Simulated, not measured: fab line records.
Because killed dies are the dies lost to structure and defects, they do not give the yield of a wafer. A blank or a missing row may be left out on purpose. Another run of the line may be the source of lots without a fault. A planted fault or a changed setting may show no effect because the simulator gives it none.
What tool caused it? | flow berkeley cmos170 | 42 wafers from 14 lots sampled at 3 of the route's 331 steps

## WHAT THE GAUGES READ, wafer by wafer
UCB170_NWELL_TW_MEAS_16. Usual: NWELL_TW 1236, standard deviation 15.
lot  | measured    | on            | NWELL_TW       | flag
L409 | day 2 10:01 | film metro-01 | 1220 1226 1228 |
L410 | day 2 19:09 | film metro-03 | 1253 1247 1246 |
L411 | day 3 10:11 | film metro-03 | 1247 1253 1252 |
L413 | day 3 10:46 | film metro-03 | 1249 1257 1250 |
L414 | day 3 14:58 | film metro-03 | 1261 1257 1252 |
L418 | day 4 10:49 | film metro-03 | 1255 1246 1251 |
L419 | day 4 16:08 | film metro-01 | 1225 1219 1220 |
L420 | day 4 23:04 | film metro-01 | 1220 1219 1222 |
L424 | day 5 18:25 | film metro-03 | 1251 1252 1251 |
L427 | day 6 06:31 | film metro-01 | 1227 1222 1226 |
L429 | day 6 19:59 | film metro-01 | 1225 1228 1229 |
L430 | day 7 09:21 | film metro-01 | 1222 1230 1224 |
L431 | day 7 09:32 | film metro-02 | 1248 1247 1252 |
L432 | day 7 17:38 | film metro-01 | 1235 1230 1223 |

UCB170_PWELL_OVL_MEAS_13. Usual: PWELL_OVL -3 nm, standard deviation 5.1.
lot  | measured    | on         | PWELL_OVL (nm) | flag
L409 | day 3 12:20 | overlay-02 | -3 -13 -3      |
L410 | day 3 19:15 | overlay-01 | -5 -5 4        |
L411 | day 4 05:41 | overlay-02 | -11 -9 -5      |
L413 | day 4 05:08 | overlay-01 | -13 -2 -1      |
L414 | day 4 13:13 | overlay-02 | -2 -3 1        |
L418 | day 5 06:47 | overlay-01 | -7 2 -9        |
L419 | day 5 14:39 | overlay-02 | -7 3 -5        |
L420 | day 5 20:07 | overlay-02 | -13 -3 1       |
L424 | day 6 13:46 | overlay-02 | 12 0 1         |
L427 | day 7 07:20 | overlay-01 | 5 -4 -6        |
L429 | day 7 14:12 | overlay-02 | 1 0 -7         |
L430 | day 8 03:46 | overlay-02 | 1 -7 -1        |
L431 | day 8 04:01 | overlay-01 | -10 -2 -7      |
L432 | day 8 15:59 | overlay-01 | 5 10 0         |

UCB170_ACTIVE_OVL_MEAS_14. Usual: ACTIVE_OVL 1 nm, standard deviation 5.7.
lot  | measured     | on         | ACTIVE_OVL (nm) | flag
L409 | day 5 02:59  | overlay-02 | 2 2 5           |
L410 | day 5 08:31  | overlay-01 | -11 -4 -5       |
L411 | day 5 18:26  | overlay-01 | -8 1 -3         |
L413 | day 5 18:55  | overlay-01 | 2 5 -2          |
L414 | day 6 03:13  | overlay-01 | -2 -14 -5       |
L418 | day 6 23:12  | overlay-02 | 4 7 11          |
L419 | day 7 10:58  | overlay-01 | -7 -2 -3        |
L420 | day 7 11:26  | overlay-01 | -7 -1 1         |
L424 | day 7 18:52  | overlay-02 | 1 7 5           |
L427 | day 8 15:16  | overlay-01 | 6 -2 4          |
L429 | day 8 19:33  | overlay-02 | -13 -3 -5       |
L430 | day 9 16:52  | overlay-02 | 2 4 5           |
L431 | day 9 16:47  | overlay-01 | 0 -2 -10        |
L432 | day 10 00:17 | overlay-01 | 4 5 3           |

## TOOL THAT RAN EACH LOT (tool first, then ch and the chambers of the sampled wafers, then the start)
Record: no process step prior to these readings.

## WHAT THE TOOLS THEMSELVES READ (means of the sampled wafers that have a number; where no wafer has one, the mark that the record gives instead)
The record holds no such reading with a usual standard deviation.

## THE ANSWER, worked out from the rows above alone
Rule: a lot is off if the mean of its wafers that have a number lies more than 3 standard deviations from the usual mean. A lot without any number at a reading at which 4 lots or more have one is off too. Where the step has rows for the other lots, those lots are counted as sound. After the gauges, taken in route order, come the tools' own readings; for these a lot's mean is taken, as printed above. The first step at which some lot is off is used, and at that step the reading that is off furthest; a lot without a number counts as furthest.
Across all readings shown, no lot is off: no conclusion can be drawn from this.

## WHAT HAD BEEN PUT IN BY THE SIMULATOR
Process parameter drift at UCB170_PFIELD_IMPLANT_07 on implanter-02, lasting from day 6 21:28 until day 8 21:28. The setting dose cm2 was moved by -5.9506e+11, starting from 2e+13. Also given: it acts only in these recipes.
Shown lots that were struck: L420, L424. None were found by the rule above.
